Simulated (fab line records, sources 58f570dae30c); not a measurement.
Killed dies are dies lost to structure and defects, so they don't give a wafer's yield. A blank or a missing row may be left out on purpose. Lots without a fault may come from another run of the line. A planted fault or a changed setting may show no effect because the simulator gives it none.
fab line records | flow berkeley_cmos170
record lots=5 wafers=27
route steps=331 shown ZERO@12 V1@254 V2@292
start_h: hours from the record's first day to the start of the lot's first wafer shown | wait_h: hours since the lot's step before | " the same as in the row above | L1.1+2: a row that stands for several wafers | - no value, or no start given | * or withheld: withheld | < > ~ a bound
route shown NAME@n: a module of which the file shows steps, and the number in the route of the first | usual: mean/standard deviation of fault-free wafers | same: alike in all rows | chamber/n: place in a boat | sites: the reading at each site | _std_site: their standard deviation | _edge_site: outer sites' mean less inner sites' | radius_mm: how far each site lies from the wafer's centre | mask NAME#n: copy n | behind: the tool/chamber that last shaped the wafer | hold: why the lot was held/for how many hours/how that ended | device: the transistor (n, p or np) that didn't switch | end of line: the same wafers' tests at the end of the route | a step without rows: its recipe alone | killed: dies lost to structure and defects at the first sort, not the wafer's yield | map: a wafer's dies, x killed, . not, _ none there
set.NAME: the setting as run; set.NAME@STEP: as run at that earlier step | model.NAME: the simulator's own value behind a step, which no gauge read
lots whose settings were changed on purpose; a table a step, a row a wafer
## steps
# step UCB170_ZERO_ETCH_06
# recipe chemistry=CHF3/CF4/Ar target=SiO2 time_s=12 pressure_mtorr=100 rf_w=500 CHF3_flow_sccm=50 cf4_flow_sccm=10 Ar_flow_sccm=120 over_etch_frac=1.58
# usual oes_product_au=0.614/0.015
# columns lot.wafer tool chamber start_h wait_h set.target_depth_a oes_product_au
L075.1 rie_diel-02 1 24.98 - 516 0.636
L075.2 " 2 " " 516 0.611
L075.3 " 0 " " 516 0.625
L075.4 " 3 " " 516 0.626
L075.5 " 1 " " 516 0.628
L075.6 " 2 " " 516 0.612
L076.1 rie_diel-03 3 28.45 - 272.8 0.808
L076.2 " 2 " " 272.8 0.810
L076.3 " 0 " " 516 0.636
L076.4 " 3 " " 516 0.598
L076.5 " 0 " " 516 0.636
L076.6 " 2 " " 272.8 0.805
L077.1 rie_diel-01 2 33.41 - 516 0.598
L077.2 " 3 " " 516 0.593
L077.6 " 2 " " 516 0.601
L078.1 rie_diel-01 2 36.60 - 516 0.598
L078.2 " 1 " " 516 0.630
L078.3 " 0 " " 516 0.618
L078.4 " 3 " " 516 0.595
L078.5 " 1 " " 516 0.619
L078.6 " 0 " " 516 0.624
L082.1 rie_diel-01 2 59.47 - 516 0.595
L082.2 " 3 " " 516 0.602
L082.3 " 0 " " 709.6 0.553
L082.4 " 1 " " 709.6 0.558
L082.5 " 2 " " 709.6 0.537
L082.6 " 3 " " 516 0.586
# step UCB170_V1_CVD_00
# recipe material=SiO2 target_thk_nm=2000 temp_c=390 precursor=TEOS/O2 time_s=250 rf_w=550 pressure_mtorr=9000
# columns lot.wafer tool chamber start_h wait_h set.time_s model.SiO2_of_V1_CVD_00.thk_nm
L075.1 pecvd-02 1 156.48 0.0 250 2000
L075.2 " 0 " " 250 1999
L075.3 " 2 " " 300.3 2379
L075.4 " 2 " " 300.3 2404
L075.5 " 1 " " 300.3 2435
L075.6 " 0 " " 250 2054
L076.1 pecvd-03 1 156.48 0.0 250 1973
L076.2 " 2 " " 250 2005
L076.3 " 0 " " 250 2007
L076.4 " 0 " " 250 2041
L076.5 " 1 " " 250 1986
L076.6 " 2 " " 250 2046
L077.1 pecvd-01 1 175.08 0.0 250 1968
L077.2 " 0 " " 250 1981
L077.6 " 0 " " 250 1999
L078.1 pecvd-03 0 175.08 0.0 250 2021
L078.2 " 1 " " 250 1981
L078.3 " 2 " " 250 2008
L078.4 " 1 " " 250 2009
L078.5 " 0 " " 250 2054
L078.6 " 2 " " 250 2042
L082.1 pecvd-03 2 204.65 0.0 347.2 2768
L082.2 " 0 " " 347.2 2784
L082.3 " 1 " " 250 1932
L082.4 " 0 " " 250 2031
L082.5 " 2 " " 347.2 2824
L082.6 " 1 " " 250 1979
# step UCB170_V1_THK_MEAS_01
# recipe reads=SiO2_of_V1_CVD_00
# usual V1_TEOS_THK=1998/28
# columns lot.wafer tool chamber start_h wait_h set.time_s@V1_CVD_00 V1_TEOS_THK[nm]
L075.1 film_metro-01 - 156.64 0.1 250 2001
L075.2 " - " " 250 1999
L075.3 " - " " 300.3 2378
L075.4 " - " " 300.3 2403
L075.5 " - " " 300.3 2434
L075.6 " - " " 250 2053
L076.1 film_metro-03 - 156.64 0.1 250 1973
L076.2 " - " " 250 2006
L076.3 " - " " 250 2008
L076.4 " - " " 250 2040
L076.5 " - " " 250 1986
L076.6 " - " " 250 2048
L077.1 film_metro-02 - 175.24 0.1 250 1968
L077.2 " - " " 250 1981
L077.6 " - " " 250 2000
L078.1 film_metro-03 - 175.24 0.1 250 2022
L078.2 " - " " 250 1980
L078.3 " - " " 250 2009
L078.4 " - " " 250 2011
L078.5 " - " " 250 2052
L078.6 " - " " 250 2042
L082.1 film_metro-03 - 204.80 0.1 347.2 2768
L082.2 " - " " 347.2 2785
L082.3 " - " " 250 1931
L082.4 " - " " 250 2031
L082.5 " - " " 347.2 2825
L082.6 " - " " 250 1977
# step UCB170_V2_CVD_00
# recipe material=SiO2 target_thk_nm=2000 temp_c=390 precursor=TEOS/O2 time_s=250 rf_w=550 pressure_mtorr=9000
# columns lot.wafer tool chamber start_h wait_h set.time_s model.SiO2_of_V2_CVD_00.thk_nm
L076.1 pecvd-02 1 163.76 0.1 250 1981
L076.2 " 0 " " 381.3 3029
L076.3 " 2 " " 381.3 3009
L076.4 " 0 " " 250 2012
L076.5 " 1 " " 381.3 3047
L076.6 " 2 " " 250 1975
L075.1 pecvd-04 2 164.30 0.1 202.4 1631
L075.2 " 1 " " 202.4 1612
L075.3 " 0 " " 250 1954
L075.4 " 2 " " 202.4 1627
L075.5 " 0 " " 250 2010
L075.6 " 1 " " 250 2019
L078.1 pecvd-02 0 182.59 0.1 363 2873
L078.2 " 2 " " 250 1973
L078.3 " 1 " " 250 1977
L078.4 " 2 " " 250 1995
L078.5 " 0 " " 363 2920
L078.6 " 1 " " 363 2912
L077.1+6 pecvd-03 1,0 183.02 0.1 250 2010
L077.2 " 2 " " 250 1994
L082.1 pecvd-02 1 211.35 0.1 387.7 3027
L082.2 " 0 " " 387.7 3032
L082.3 " 2 " " 250 1948
L082.4 " 1 " " 250 1987
L082.5 " 2 " " 250 1991
L082.6 " 0 " " 387.7 3098
# step UCB170_V2_THK_MEAS_01
# recipe reads=SiO2_of_V2_CVD_00
# usual V2_TEOS_THK=1986/27
# columns lot.wafer tool chamber start_h wait_h set.time_s@V2_CVD_00 V2_TEOS_THK[nm]
L076.1 film_metro-01 - 163.92 0.1 250 1979
L076.2 " - " " 381.3 3030
L076.3 " - " " 381.3 3009
L076.4 " - " " 250 2013
L076.5 " - " " 381.3 3046
L076.6 " - " " 250 1974
L075.1 film_metro-03 - 164.46 0.1 202.4 1630
L075.2 " - " " 202.4 1613
L075.3 " - " " 250 1955
L075.4 " - " " 202.4 1628
L075.5 " - " " 250 2009
L075.6 " - " " 250 2019
L078.1 film_metro-03 - 182.74 0.1 363 2873
L078.2 " - " " 250 1974
L078.3 " - " " 250 1977
L078.4 " - " " 250 1996
L078.5 " - " " 363 2922
L078.6 " - " " 363 2913
L077.1 film_metro-03 - 183.17 0.1 250 2009
L077.2 " - " " 250 1993
L077.6 " - " " 250 2011
L082.1 film_metro-03 - 211.51 0.1 387.7 3027
L082.2 " - " " 387.7 3033
L082.3 " - " " 250 1949
L082.4 " - " " 250 1986
L082.5 " - " " 250 1990
L082.6 " - " " 387.7 3098
## key
split step=UCB170_ZERO_ETCH_06 setting=target_depth_a stated=516 by=wafer
response step=UCB170_ZERO_ETCH_06 reading=oes_product_au change=-0.00285 per=1% r=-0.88
split step=UCB170_V1_CVD_00 setting=time_s stated=250 by=wafer
response step=UCB170_V1_CVD_00 reading=model.SiO2_of_V1_CVD_00.thk_nm change=+20.5 per=1% r=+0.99
response step=UCB170_V1_THK_MEAS_01 reading=V1_TEOS_THK change=+20.6 per=1% r=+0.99
split step=UCB170_V2_CVD_00 setting=time_s stated=250 by=wafer
response step=UCB170_V2_CVD_00 reading=model.SiO2_of_V2_CVD_00.thk_nm change=+19.8 per=1% r=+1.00
response step=UCB170_V2_THK_MEAS_01 reading=V2_TEOS_THK change=+19.8 per=1% r=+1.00
